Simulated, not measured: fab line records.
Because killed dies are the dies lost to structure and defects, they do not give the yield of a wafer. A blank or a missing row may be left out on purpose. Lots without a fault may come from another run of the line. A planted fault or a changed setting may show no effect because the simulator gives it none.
Split-lot trial | flow berkeley_cmos170 | 23 wafers read across 5 lots, on a route 331 steps long

## THE SPLIT
At UCB170_FIELD_OXIDATION_01 (target thk 558.3 nm, ox time 7200 s), the setting temp_c was moved away from the recipe's 1000 C on 20 of the 23 wafers read, by +1.0% to +2.9%. For the rest of the wafers, this setting stayed at what the recipe calls for.

## FROM THE SPLIT TO THE READING: what the file shows between them, 9 steps
- UCB170_FIELD_THK_MEAS_02
- UCB170_FIELD_ANNEAL_03: time 1200 s
- UCB170_FIELD_WET_ETCH_04: etches SiO2 in dHF, time 60 s
- UCB170_FIELD_WET_ETCH_05: etches Si3N4 in H3PO4, time 12600 s
- UCB170_FIELD_WET_ETCH_06: etches SiO2 in BOE, time 22 s
- UCB170_FIELD_THK_MEAS_90
- UCB170_NVT_IMPLANT_07 (also split here: tilt_deg)
- UCB170_NVT_STRIP_08: strips in O2
- UCB170_GATE_WET_ETCH_00: etches SiO2 in dHF, time 200 s

## THE READING
FIELD_OXIDE_LEFT_2_THK at UCB170_FIELD_THK_MEAS_91, in nm. On this fab line, fault-free wafers typically give 360 nm with a standard deviation of 9.7 nm.

wafer  | tool, chamber at the split | temp_c as run, C | against the recipe | FIELD_OXIDE_LEFT_2_THK, nm | against lot-mates on the recipe
L076.1 | -, -                       | 1010             | +1.0%              | 409                        | no lot-mate on the recipe
L076.2 | -, -                       | 1010             | +1.0%              | 409                        | no lot-mate on the recipe
L076.3 | -, -                       | 1010             | +1.0%              | 405                        | no lot-mate on the recipe
L076.4 | -, -                       | 1010             | +1.0%              | 410                        | no lot-mate on the recipe
L076.5 | -, -                       | 1010             | +1.0%              | 413                        | no lot-mate on the recipe
L075.1 | -, -                       | 1021             | +2.1%              | 449                        | no lot-mate on the recipe
L075.2 | -, -                       | 1021             | +2.1%              | 450                        | no lot-mate on the recipe
L075.4 | -, -                       | 1021             | +2.1%              | 447                        | no lot-mate on the recipe
L075.5 | -, -                       | 1021             | +2.1%              | 440                        | no lot-mate on the recipe
L075.6 | -, -                       | 1021             | +2.1%              | 443                        | no lot-mate on the recipe
L079.1 | -, -                       | 1026             | +2.6%              | 460                        | no lot-mate on the recipe
L079.3 | -, -                       | 1026             | +2.6%              | 457                        | no lot-mate on the recipe
L079.4 | -, -                       | 1026             | +2.6%              | 462                        | no lot-mate on the recipe
L079.5 | -, -                       | 1026             | +2.6%              | 452                        | no lot-mate on the recipe
L079.6 | -, -                       | 1026             | +2.6%              | 459                        | no lot-mate on the recipe
L080.1 | -, -                       | 1029             | +2.9%              | 465                        | no lot-mate on the recipe
L080.3 | -, -                       | 1029             | +2.9%              | 453                        | no lot-mate on the recipe
L080.4 | -, -                       | 1029             | +2.9%              | 455                        | no lot-mate on the recipe
L080.5 | -, -                       | 1029             | +2.9%              | 462                        | no lot-mate on the recipe
L080.6 | -, -                       | 1029             | +2.9%              | 451                        | no lot-mate on the recipe
L084.1 | furnace-04, 0              | 1000             | recipe             | 355                        | -
L084.2 | furnace-04, 0              | 1000             | recipe             | 360                        | -
L084.3 | furnace-04, 0              | 1000             | recipe             | 355                        | -

FIT RESULTS
A straight line over all 23 wafers: FIELD_OXIDE_LEFT_2_THK changes by +33.9 nm for each +1% of temp_c; r = +0.97; the points scatter about the line by 8.8 nm.
Too few moved wafers with a lot-mate on the recipe to fit a line net of each lot's own level.

## THE WHOLE CHAIN: every reading that the file lists as answering this split, in the file's order
step                      | what it does                        | reading                                                                            | change (the file's fit)              | r (the file's)
UCB170_FIELD_OXIDATION_01 | target thk 558.3 nm, ox time 7200 s | SiO2_of_FIELD_OXIDATION_01.thk_nm (the simulator's own value, which no gauge read) | +34.1 nm for each +1% of the setting | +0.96
UCB170_FIELD_THK_MEAS_02  |                                     | FIELD_OXIDE_THK                                                                    | +34.2 for each +1% of the setting    | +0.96
UCB170_FIELD_THK_MEAS_90  |                                     | FIELD_OXIDE_LEFT_1_THK                                                             | +33.8 for each +1% of the setting    | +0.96
UCB170_FIELD_THK_MEAS_91  |                                     | FIELD_OXIDE_LEFT_2_THK                                                             | +33.8 for each +1% of the setting    | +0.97

## FILE'S OWN FIT
FIELD_OXIDE_LEFT_2_THK changes by +33.8 nm for each +1% of temp_c, r = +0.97.
